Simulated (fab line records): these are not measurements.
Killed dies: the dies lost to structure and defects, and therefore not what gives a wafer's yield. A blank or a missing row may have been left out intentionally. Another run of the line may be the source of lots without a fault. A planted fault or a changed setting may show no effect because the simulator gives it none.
Which tool is to blame? / flow berkeley-cmos170 / Sampling: 14 lots, 42 wafers, 2 of 331 route steps

## WHAT THE GAUGES READ, wafer by wafer
UCB170_M2_THK_MEAS_03: measures by xrf.
lot=L198; measured=day 8 21:55; on=film-metro-01; M2_AL_THK (nm)=910 914 907
lot=L197; measured=day 9 02:22; on=film-metro-04; M2_AL_THK (nm)=895 906 901
lot=L200; measured=day 9 22:30; on=film-metro-04; M2_AL_THK (nm)=910 919 916
lot=L204; measured=day 10 19:01; on=film-metro-02; M2_AL_THK (nm)=906 904 915
lot=L202; measured=day 10 20:16; on=film-metro-04; M2_AL_THK (nm)=909 908 909
lot=L203; measured=day 10 23:34; on=film-metro-04; M2_AL_THK (nm)=893 896 916
lot=L210; measured=day 11 13:22; on=film-metro-04; M2_AL_THK (nm)=913 907 917
lot=L209; measured=day 11 13:11; on=film-metro-01; M2_AL_THK (nm)=917 914 917
lot=L208; measured=day 11 12:13; on=film-metro-01; M2_AL_THK (nm)=910 913 913
lot=L207; measured=day 11 17:47; on=film-metro-04; M2_AL_THK (nm)=900 909 904
lot=L212; measured=day 11 17:37; on=film-metro-02; M2_AL_THK (nm)=911 916 915
lot=L214; measured=day 12 01:35; on=film-metro-04; M2_AL_THK (nm)=911 912 917
lot=L217; measured=day 12 21:47; on=film-metro-01; M2_AL_THK (nm)=916 916 913
lot=L219; measured=day 13 02:32; on=film-metro-02; M2_AL_THK (nm)=915 911 918

## WHICH TOOL RAN EACH LOT (tool, then ch and the chambers of the sampled wafers, then the start)
lot=L198; UCB170_PSD_STRIP_09=plasma-asher-03 ch 0,1, day 8 00:23
lot=L197; UCB170_PSD_STRIP_09=plasma-asher-02 ch 0,1, day 8 09:01
lot=L200; UCB170_PSD_STRIP_09=plasma-asher-01 ch 0,1, day 9 00:27
lot=L204; UCB170_PSD_STRIP_09=plasma-asher-02 ch 0,1, day 9 23:08
lot=L202; UCB170_PSD_STRIP_09=plasma-asher-03 ch 0,1, day 9 23:15
lot=L203; UCB170_PSD_STRIP_09=plasma-asher-02 ch 1, day 9 23:22
lot=L210; UCB170_PSD_STRIP_09=plasma-asher-03 ch 0,1, day 10 15:08
lot=L209; UCB170_PSD_STRIP_09=plasma-asher-01 ch 0,1, day 10 15:26
lot=L208; UCB170_PSD_STRIP_09=plasma-asher-02 ch 0,1, day 10 15:39
lot=L207; UCB170_PSD_STRIP_09=plasma-asher-01 ch 0,1, day 10 15:42
lot=L212; UCB170_PSD_STRIP_09=plasma-asher-02 ch 0,1, day 10 15:55
lot=L214; UCB170_PSD_STRIP_09=plasma-asher-01 ch 0,1, day 11 04:51
lot=L217; UCB170_PSD_STRIP_09=plasma-asher-01 ch 0,1, day 11 05:53
lot=L219; UCB170_PSD_STRIP_09=plasma-asher-01 ch 0,1, day 12 09:31
- UCB170_PSD_STRIP_09: strips in O2.

## WHAT THE TOOLS THEMSELVES READ (means of the sampled wafers that have a number; where no wafer has one, the mark that the record gives instead)
UCB170_PSD_STRIP_09.
lot=L198; tool=plasma-asher-03; drypump-motor-current-A (A)=6.1; o2-flow-sccm (sccm)=399.3; oes-product-au (a.u.)=0.601; strip-time-to-endpoint-s (s)=29.23
lot=L197; tool=plasma-asher-02; drypump-motor-current-A (A)=6.0; o2-flow-sccm (sccm)=399.8; oes-product-au (a.u.)=0.601; strip-time-to-endpoint-s (s)=29.40
lot=L200; tool=plasma-asher-01; drypump-motor-current-A (A)=5.4; o2-flow-sccm (sccm)=399.4; oes-product-au (a.u.)=0.599; strip-time-to-endpoint-s (s)=29.49
lot=L204; tool=plasma-asher-02; drypump-motor-current-A (A)=5.9; o2-flow-sccm (sccm)=399.3; oes-product-au (a.u.)=0.597; strip-time-to-endpoint-s (s)=29.27
lot=L202; tool=plasma-asher-03; drypump-motor-current-A (A)=5.8; o2-flow-sccm (sccm)=399.1; oes-product-au (a.u.)=0.604; strip-time-to-endpoint-s (s)=29.36
lot=L203; tool=plasma-asher-02; drypump-motor-current-A (A)=6.1; o2-flow-sccm (sccm)=399.4; oes-product-au (a.u.)=0.598; strip-time-to-endpoint-s (s)=29.24
lot=L210; tool=plasma-asher-03; drypump-motor-current-A (A)=5.8; o2-flow-sccm (sccm)=399.2; oes-product-au (a.u.)=0.602; strip-time-to-endpoint-s (s)=29.48
lot=L209; tool=plasma-asher-01; drypump-motor-current-A (A)=5.5; o2-flow-sccm (sccm)=400.1; oes-product-au (a.u.)=0.603; strip-time-to-endpoint-s (s)=29.45
lot=L208; tool=plasma-asher-02; drypump-motor-current-A (A)=6.0; o2-flow-sccm (sccm)=399.0; oes-product-au (a.u.)=0.597; strip-time-to-endpoint-s (s)=29.41
lot=L207; tool=plasma-asher-01; drypump-motor-current-A (A)=5.4; o2-flow-sccm (sccm)=399.1; oes-product-au (a.u.)=0.604; strip-time-to-endpoint-s (s)=29.35
lot=L212; tool=plasma-asher-02; drypump-motor-current-A (A)=6.0; o2-flow-sccm (sccm)=399.7; oes-product-au (a.u.)=0.609; strip-time-to-endpoint-s (s)=29.29
lot=L214; tool=plasma-asher-01; drypump-motor-current-A (A)=5.4; o2-flow-sccm (sccm)=401.3; oes-product-au (a.u.)=0.600; strip-time-to-endpoint-s (s)=29.33
lot=L217; tool=plasma-asher-01; drypump-motor-current-A (A)=5.5; o2-flow-sccm (sccm)=398.2; oes-product-au (a.u.)=0.604; strip-time-to-endpoint-s (s)=29.39
lot=L219; tool=plasma-asher-01; drypump-motor-current-A (A)=5.6; o2-flow-sccm (sccm)=400.0; oes-product-au (a.u.)=0.597; strip-time-to-endpoint-s (s)=29.48

## THE ANSWER, worked out from the rows above alone
Rule: the lots themselves supply what counts as usual. The widest of any qualifying gaps counts: lots, ordered by their means at a reading, are off when they make up no more than a third of the lots, leave a main group of 4 or more, and stand apart from it by 3 or more times the standard deviation of that group's means. The tables above print the reading to a certain number of digits; a main group whose means all agree to those digits is not used. A lot without any number at a reading at which 4 lots or more have one is off too. The other lots that the step has rows for count as sound. After the gauges, taken in route order, come the tools' own readings; for these a lot's mean is taken, as printed above. At the first step where some lot is off, the reading lying furthest off is the one used; lots without a number count as furthest.
Nothing can be told from this: no lot is off at any reading shown.

## WHAT THE SIMULATOR HAD INSERTED
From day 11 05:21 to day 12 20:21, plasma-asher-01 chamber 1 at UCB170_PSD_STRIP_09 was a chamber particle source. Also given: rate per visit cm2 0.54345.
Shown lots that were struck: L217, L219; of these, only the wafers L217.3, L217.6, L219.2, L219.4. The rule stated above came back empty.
